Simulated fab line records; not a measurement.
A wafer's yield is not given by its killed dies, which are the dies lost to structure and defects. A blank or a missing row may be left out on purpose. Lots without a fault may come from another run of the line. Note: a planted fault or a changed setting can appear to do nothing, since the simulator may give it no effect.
Matching of chambers | flow berkeley_cmos170 | UCB170_GATE_ETCH_15 on rie_si-01 has 3 sister chambers
The step etches poly-Si in HBr/Cl2, stops on SiO2, time 56.3 s, target depth 278.2 nm. 3 wafers are shown with their chamber, then 8 later ones without.

== WAFERS WITH THEIR CHAMBER ==
wafer  | chamber | throttle_valve_pct (%)
L364.2 | 0       | 26.37
L365.5 | 3       | 26.42
L369.2 | 1       | 26.50

== WAFERS MISSING THEIR CHAMBER ==
wafer  | throttle_valve_pct (%)
L369.3 | 26.43
L369.5 | 26.41
L372.1 | 26.52
L372.4 | 26.44
L372.5 | 26.44
L374.1 | 26.51
L374.3 | 26.46
L374.5 | 26.37

== THE CHAMBER EACH PASSED THROUGH ==
wafer  | from the rows above     | in truth
L369.3 | 3                       | 3
L369.5 | can't be placed: 3 or 0 | 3
L372.1 | 1                       | 1
L372.4 | 3                       | 3
L372.5 | 3                       | 3
L374.1 | 1                       | 1
L374.3 | can't be placed: 1 or 3 | 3
L374.5 | 0                       | 0
Correct placement for 6 of the 8. These rows do not allow placing 2 (true chamber among the candidates in 2). 0 placed wrongly.
How it was worked out, from the rows above alone: a wafer's distance from a chamber is the root of the sum, over the readings, of the square of ((its reading less the chamber's mean) divided by the reading's scatter). If the next closest chamber is less than 2 further off than the closest, the wafer can't be placed; otherwise it belongs to the closest. Each chamber's mean is taken over the wafers shown for it. The scatter: with one shown wafer a chamber, the root of the mean of the squares of how far each hidden wafer lies from its nearest shown one.
